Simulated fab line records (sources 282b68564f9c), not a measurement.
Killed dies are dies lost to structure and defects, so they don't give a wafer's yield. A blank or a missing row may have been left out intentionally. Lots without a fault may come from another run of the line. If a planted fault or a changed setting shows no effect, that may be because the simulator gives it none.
Comparing a struck lot with a sound one -- flow rit-cmos -- 44 out of 202 route steps
Sound: these wafers, L738.1, L738.5, L738.6. The struck wafers were L730.2, L730.3, L730.6. At the end, the cause is stated.
For every step that has rows: the tool of each side, followed by ch and its chambers, followed by its first start. Under that, the readings that differ: sound wafers -- struck wafers -- difference of the means -- sigmas: that difference in standard deviations of wafers without a fault.
alike: readings with means less than 2 such deviations apart, plus words and numbers identical on both sides. not compared: withheld readings, readings lacking a value on some wafer, bounds such as >300 that could conceal the same value, and numbers that have no deviation in the record and whose values overlap.
A row with sigmas, a row that says differs or no value, or rows on one side alone: a step with any of these is where the two part. When numbers do not overlap yet have no deviation, they are printed without sigmas and do not part them. A reading that every wafer of one side lacks parts them only if that side has two wafers or more.

first, 1 step without rows for these wafers: RIT_PRETRO_IMPLANT_08.
RIT_PRETRO_STRIP_09: strips in O2, time 180 s.
  sound on plasma-asher-03 ch 0,1, day 4 20:13; struck on plasma-asher-02 ch 0,1, day 3 05:12
  alike: drypump-motor-current-A
  not compared: rf-hours-counter-h
RIT_PRETRO_TW_MEAS_10:
  struck on film-metro-01, day 3 05:23; sound on film-metro-04, day 4 20:23
  alike: PRETRO_TW
then, 5 steps without rows for these wafers: RIT_GATE_WET_ETCH_00 (etches SiO2 in BOE, target depth 56 nm, time 60 s); RIT_GATE_CLEAN_01 (cleans in SC1, time 600 s); RIT_GATE_CLEAN_02 (cleans in dHF, time 30 s); RIT_GATE_CLEAN_03 (cleans in SC2, time 600 s); RIT_GATE_CLEAN_04 (cleans in dHF, time 60 s).
RIT_FOX2_THK_MEAS_91:
  struck on film-metro-04, day 3 05:52; sound on film-metro-03, day 4 20:52
  alike: FIELD_OXIDE_LEFT_2_THK
then, 2 steps without rows for these wafers: RIT_GATE_OXIDATION_05 (target thk 3 nm, ox time 270 s); RIT_GATE_ANNEAL_06 (time 600 s).
RIT_GATE_THK_MEAS_07:
  struck on film-metro-03, day 3 08:52; sound on film-metro-03, day 4 22:38
  alike: GATE_OXIDE_THK
RIT_GATE_CVD_08: deposits poly-Si from SiH4, target thk 250 nm, time 2220 s.
  sound on lpcvd-01 ch 1, day 4 23:09; struck on lpcvd-02 ch 1, day 3 08:55
reading,sound,struck,difference,sigmas
spike-tc-source-C (C),638 639 639,630 629 628,-10,-2
model.poly-Si_of_GATE_CVD_08.thk-nm (nm),247 248.5 247,158.4 156.4 158.6,-89.7,
RIT_GATE_THK_MEAS_09:
  struck on film-metro-03, day 3 10:32; sound on film-metro-04, day 5 01:34
reading,sound,struck,difference,sigmas
GATE_POLY_THK (nm),247.1 248.6 246.7,158.3 156.4 158.5,-89.7,-39
then, 6 steps without rows for these wafers: RIT_GATE_HMDS_10 (prime time 60 s); RIT_GATE_COAT_11 (resist thk 866.1 nm); RIT_GATE_SOFTBAKE_12 (time 60 s); RIT_GATE_EXPOSE_13 (exposes mask M6, target cd 150 nm); RIT_GATE_PEB_14; RIT_GATE_DEVELOP_15 (develop time 50 s).
RIT_GATE_CD_MEAS_16: target cd 150 nm.
  struck on cd-sem-01, day 3 11:28; sound on cd-sem-02, day 5 02:29
reading,sound,struck,difference,sigmas
cd-nm (nm),153.1 153.5 154.3,142.5 145.4 143.2,-9.9,-4
RIT_GATE_OVL_MEAS_17:
  struck on overlay-02, day 3 11:34; sound on overlay-02, day 5 02:36
  alike: GATE_OVL
then, 1 step without rows for these wafers: RIT_GATE_HARDBAKE_18 (time 60 s).
RIT_GATE_ETCH_19: etches poly-Si in SF6/CHF3/O2, stops on SiO2, time 165 s, target depth 312.5 nm.
  sound on rie-si-01 ch 0,2,3, day 5 02:47; struck on rie-si-02 ch 2,3, day 3 11:45
reading,sound,struck,difference,sigmas
oes-product-au (a.u.),0.846 0.825 0.839,0.629 0.632 0.642,-0.202,-13
model.GATE.feature-depth-nm (nm),247 248.5 247,158.4 156.4 158.6,-89.7,
model.etch.depth-nm (nm),247 248.5 247,158.4 156.4 158.6,-89.7,
  alike: drypump-motor-current-A, rf-fwd-power-W, throttle-valve-pct
  not compared: rf-hours-counter-h
RIT_GATE_STRIP_20: strips in O2, time 180 s.
  sound on plasma-asher-02 ch 0,1, day 5 02:54; struck on plasma-asher-01 ch 0, day 3 11:51
  alike: drypump-motor-current-A
  not compared: rf-hours-counter-h
RIT_GATE_CD_MEAS_90: target cd 150 nm.
  struck on cd-sem-02, day 3 12:03; sound on cd-sem-01, day 5 03:04
reading,sound,struck,difference,sigmas
cd-nm (nm),152.9 153.9 155.0,143.0 145.1 143.1,-10.2,-4
then, 4 steps without rows for these wafers: RIT_REOX_CLEAN_00 (cleans in SC1, time 600 s); RIT_REOX_CLEAN_01 (cleans in dHF, time 30 s); RIT_REOX_CLEAN_02 (cleans in SC2, time 600 s); RIT_REOX_OXIDATION_03 (target thk 25.2 nm, ox time 5580 s).
RIT_REOX_THK_MEAS_04:
  struck on film-metro-02, day 3 16:42; sound on film-metro-01, day 5 06:08
  alike: REOX_OXIDE_THK
then, 6 steps without rows for these wafers: RIT_NLDD_HMDS_00 (prime time 60 s); RIT_NLDD_COAT_01 (resist thk 1000 nm); RIT_NLDD_SOFTBAKE_02 (time 60 s); RIT_NLDD_EXPOSE_03 (exposes mask M7, target cd 40700 nm); RIT_NLDD_PEB_04; RIT_NLDD_DEVELOP_05 (develop time 50 s).
RIT_NLDD_OVL_MEAS_06:
  struck on overlay-02, day 3 17:39; sound on overlay-01, day 5 07:14
  alike: NLDD_OVL
then, 2 steps without rows for these wafers: RIT_NLDD_HARDBAKE_07 (time 60 s); RIT_NLDD_IMPLANT_08.
RIT_NLDD_STRIP_09: strips in O2, time 180 s.
  sound on plasma-asher-03 ch 0,1, day 5 07:34; struck on plasma-asher-03 ch 0,1, day 3 17:59
  alike: drypump-motor-current-A
  not compared: rf-hours-counter-h
RIT_NLDD_TW_MEAS_10:
  struck on film-metro-04, day 3 18:10; sound on film-metro-02, day 5 07:45
reading,sound,struck,difference,sigmas
NLDD_TW,2466 2471 2471,2499 2505 2505,+34,+2
RIT_SDANNEAL_CLEAN_02: cleans in SC2, time 600 s.
  sound on wet-bench-01 ch 3, day 5 15:58; struck on wet-bench-04 ch 3, day 4 01:25
reading,sound,struck,difference,sigmas
model.poly-Si_of_GATE_CVD_08.thk-nm (nm),161 162.9 160.7,71.01 68.28 72,-91.10,
RIT_M1_PROBE_99:
  struck on prober-01, day 4 09:17; sound on prober-01, day 6 00:18
  alike: killed-at-contacts, killed-at-front-end, killed-dies, killed-open, killed-short

## WHERE THEY PART
Earliest at RIT_GATE_CVD_08; latest, in this record, at RIT_NLDD_TW_MEAS_10. Later steps at which nothing parts them and some readings are alike: RIT_M1_PROBE_99.

WHY: whatever the simulator had introduced
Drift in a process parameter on lpcvd-02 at RIT_GATE_CVD_08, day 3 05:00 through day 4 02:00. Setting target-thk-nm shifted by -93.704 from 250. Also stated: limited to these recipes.
